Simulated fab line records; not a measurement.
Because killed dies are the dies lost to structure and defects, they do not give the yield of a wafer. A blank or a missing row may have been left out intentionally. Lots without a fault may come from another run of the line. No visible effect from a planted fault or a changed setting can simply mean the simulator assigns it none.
Which of the tools did it? :: flow berkeley-cmos170 :: 14 lots with 42 wafers sampled at 4 steps, on a route of 331 steps

WHAT THE GAUGES SHOWED, per wafer
UCB170_NSD_CD_MEAS_06: target cd 1200 nm.
lot: L528
measured: day 6 14:16
on: cd-sem-02
cd-nm (nm): 1198.9 1198.9 1199.5

lot: L530
measured: day 7 02:49
on: cd-sem-01
cd-nm (nm): 1199.7 1199.2 1201.1

lot: L529
measured: day 7 02:43
on: cd-sem-02
cd-nm (nm): 1198.1 1198.5 1198.3

lot: L532
measured: day 7 20:36
on: cd-sem-02
cd-nm (nm): 1199.4 1198.6 1198.8

lot: L531
measured: day 7 21:21
on: cd-sem-01
cd-nm (nm): 1200.5 1200.0 1199.6

lot: L533
measured: day 7 21:40
on: cd-sem-02
cd-nm (nm): 1197.7 1199.2 1198.3

lot: L537
measured: day 8 08:28
on: cd-sem-02
cd-nm (nm): 1200.9 1201.6 1202.5

lot: L539
measured: day 8 15:10
on: cd-sem-01
cd-nm (nm): 1199.5 1198.4 1199.6

lot: L540
measured: day 8 14:41
on: cd-sem-01
cd-nm (nm): 1199.9 1200.9 1200.5

lot: L541
measured: day 9 08:59
on: cd-sem-01
cd-nm (nm): 1196.7 1197.3 1197.6

lot: L544
measured: day 9 15:16
on: cd-sem-01
cd-nm (nm): 1198.6 1199.3 1200.5

lot: L549
measured: day 10 20:47
on: cd-sem-01
cd-nm (nm): 1202.6 1199.7 1203.1

UCB170_CONTACT_CD_MEAS_90: target cd 700 nm.
lot: L528
measured: day 7 02:56
on: cd-sem-01
cd-nm (nm): 699.5 700.2 699.7

lot: L530
measured: day 7 14:55
on: cd-sem-01
cd-nm (nm): 696.4 699.6 699.1

lot: L529
measured: day 7 10:49
on: cd-sem-01
cd-nm (nm): 698.4 700.0 700.0

lot: L532
measured: day 8 04:52
on: cd-sem-01
cd-nm (nm): 699.9 700.5 700.7

lot: L531
measured: day 8 06:58
on: cd-sem-02
cd-nm (nm): 696.4 699.8 700.5

lot: L533
measured: day 8 06:44
on: cd-sem-02
cd-nm (nm): 700.7 698.6 697.8

lot: L537
measured: day 8 15:59
on: cd-sem-02
cd-nm (nm): 701.9 701.6 703.2

lot: L539
measured: day 9 01:14
on: cd-sem-02
cd-nm (nm): 698.4 697.6 698.9

lot: L540
measured: day 8 22:37
on: cd-sem-01
cd-nm (nm): 698.2 697.9 697.4

lot: L541
measured: day 9 16:50
on: cd-sem-01
cd-nm (nm): 700.4 699.2 699.4

lot: L544
measured: day 10 01:26
on: cd-sem-01
cd-nm (nm): 697.9 700.0 701.5

lot: L549
measured: day 11 03:19
on: cd-sem-02
cd-nm (nm): 698.4 700.8 700.1

UCB170_M2_THK_MEAS_03: measures by xrf.
lot: L528
measured: day 7 11:58
on: film-metro-02
M2_AL_THK (nm): 877 888 889

lot: L530
measured: day 8 01:07
on: film-metro-04
M2_AL_THK (nm): 906 871 902

lot: L529
measured: day 7 22:32
on: film-metro-04
M2_AL_THK (nm): 898 888 890

lot: L532
measured: day 8 15:13
on: film-metro-04
M2_AL_THK (nm): 899 889 892

lot: L531
measured: day 8 17:34
on: film-metro-01
M2_AL_THK (nm): 907 895 908

lot: L533
measured: day 8 17:08
on: film-metro-04
M2_AL_THK (nm): 875 884 891

lot: L537
measured: day 9 02:47
on: film-metro-04
M2_AL_THK (nm): 882 883 886

lot: L539
measured: day 9 10:20
on: film-metro-02
M2_AL_THK (nm): 918 887 900

lot: L540
measured: day 9 10:03
on: film-metro-01
M2_AL_THK (nm): 888 878 883

lot: L541
measured: day 10 01:43
on: film-metro-02
M2_AL_THK (nm): 902 901 882

lot: L544
measured: day 10 08:47
on: film-metro-04
M2_AL_THK (nm): 894 881 880

lot: L549
measured: day 11 12:57
on: film-metro-04
M2_AL_THK (nm): 877 882 885

WHICH TOOL RAN EACH LOT (tool, then ch and the chambers of the sampled wafers, then the start)
lot: L528
UCB170_GATE_STRIP_16: plasma-asher-01 ch 0,1, day 5 22:30

lot: L530
UCB170_GATE_STRIP_16: plasma-asher-01 ch 0,1, day 6 11:01

lot: L529
UCB170_GATE_STRIP_16: plasma-asher-04 ch 0,1, day 6 11:04

lot: L532
UCB170_GATE_STRIP_16: plasma-asher-01 ch 0,1, day 7 06:13

lot: L531
UCB170_GATE_STRIP_16: plasma-asher-02 ch 0,1, day 7 06:31

lot: L533
UCB170_GATE_STRIP_16: plasma-asher-02 ch 0,1, day 7 06:41

lot: L537
UCB170_GATE_STRIP_16: plasma-asher-01 ch 0,1, day 7 19:44

lot: L539
UCB170_GATE_STRIP_16: plasma-asher-01 ch 0,1, day 8 01:24

lot: L540
UCB170_GATE_STRIP_16: plasma-asher-04 ch 0,1, day 8 01:37

lot: L541
UCB170_GATE_STRIP_16: plasma-asher-01 ch 0,1, day 8 16:17

lot: L544
UCB170_GATE_STRIP_16: plasma-asher-04 ch 0,1, day 9 04:04

lot: L545
UCB170_GATE_STRIP_16: plasma-asher-04 ch 0,1, day 9 04:40

lot: L543
UCB170_GATE_STRIP_16: plasma-asher-01 ch 0,1, day 9 05:01

lot: L549
UCB170_GATE_STRIP_16: plasma-asher-04 ch 0,1, day 10 07:55
- UCB170_GATE_STRIP_16: strips in O2.

WHAT THE TOOLS THEMSELVES READ (means of the sampled wafers that have a number; where no wafer has one, the mark that the record gives instead)
UCB170_GATE_STRIP_16.
lot: L528
tool: plasma-asher-01
chamber-pressure-mTorr (mTorr): 3497
drypump-motor-current-A (A): 5.7
oes-product-au (a.u.): 0.724

lot: L530
tool: plasma-asher-01
chamber-pressure-mTorr (mTorr): 3498
drypump-motor-current-A (A): 5.6
oes-product-au (a.u.): 0.725

lot: L529
tool: plasma-asher-04
chamber-pressure-mTorr (mTorr): 3501
drypump-motor-current-A (A): 5.5
oes-product-au (a.u.): 0.723

lot: L532
tool: plasma-asher-01
chamber-pressure-mTorr (mTorr): 3500
drypump-motor-current-A (A): 5.7
oes-product-au (a.u.): 0.727

lot: L531
tool: plasma-asher-02
chamber-pressure-mTorr (mTorr): 3498
drypump-motor-current-A (A): 5.6
oes-product-au (a.u.): 0.719

lot: L533
tool: plasma-asher-02
chamber-pressure-mTorr (mTorr): 3501
drypump-motor-current-A (A): 5.5
oes-product-au (a.u.): 0.724

lot: L537
tool: plasma-asher-01
chamber-pressure-mTorr (mTorr): 3500
drypump-motor-current-A (A): 5.7
oes-product-au (a.u.): 0.725

lot: L539
tool: plasma-asher-01
chamber-pressure-mTorr (mTorr): 3501
drypump-motor-current-A (A): 5.7
oes-product-au (a.u.): 0.725

lot: L540
tool: plasma-asher-04
chamber-pressure-mTorr (mTorr): 3499
drypump-motor-current-A (A): 6.0
oes-product-au (a.u.): 0.721

lot: L541
tool: plasma-asher-01
chamber-pressure-mTorr (mTorr): 3502
drypump-motor-current-A (A): 5.6
oes-product-au (a.u.): 0.723

lot: L544
tool: plasma-asher-04
chamber-pressure-mTorr (mTorr): 3498
drypump-motor-current-A (A): 5.5
oes-product-au (a.u.): 0.721

lot: L545
tool: plasma-asher-04
chamber-pressure-mTorr (mTorr): -
drypump-motor-current-A (A): -
oes-product-au (a.u.): -

lot: L543
tool: plasma-asher-01
chamber-pressure-mTorr (mTorr): -
drypump-motor-current-A (A): -
oes-product-au (a.u.): -

lot: L549
tool: plasma-asher-04
chamber-pressure-mTorr (mTorr): 3497
drypump-motor-current-A (A): 6.1
oes-product-au (a.u.): 0.719

THE ANSWER, worked out from the rows above alone
Rule: what is usual is taken from the lots themselves. The widest of any qualifying gaps counts: lots, ordered by their means at a reading, are off when they make up no more than a third of the lots, leave a main group of 4 or more, and stand apart from it by 3 or more times the standard deviation of that group's means. If all means in a main group match to the digits the tables above print for the reading, that group is not used. A lot without any number at a reading at which 4 lots or more have one is off too. The other lots that the step has rows for count as sound. After the gauges, taken in route order, come the tools' own readings; for these a lot's mean is taken, as printed above. At the first step where some lot is off, the reading lying furthest off is the one used; lots without a number count as furthest.
Off, at UCB170_GATE_STRIP_16 on chamber-pressure-mTorr: L545, L543. Without a number there: L545, L543. The main group: mean 3499 mTorr, standard deviation 1.6.
A tool fits if, at that step or a process step before it, it ran every lot that is off, and no sound lot after the first of them. Not one of the candidates tried fits.

WHAT THE SIMULATOR HAD PUT IN
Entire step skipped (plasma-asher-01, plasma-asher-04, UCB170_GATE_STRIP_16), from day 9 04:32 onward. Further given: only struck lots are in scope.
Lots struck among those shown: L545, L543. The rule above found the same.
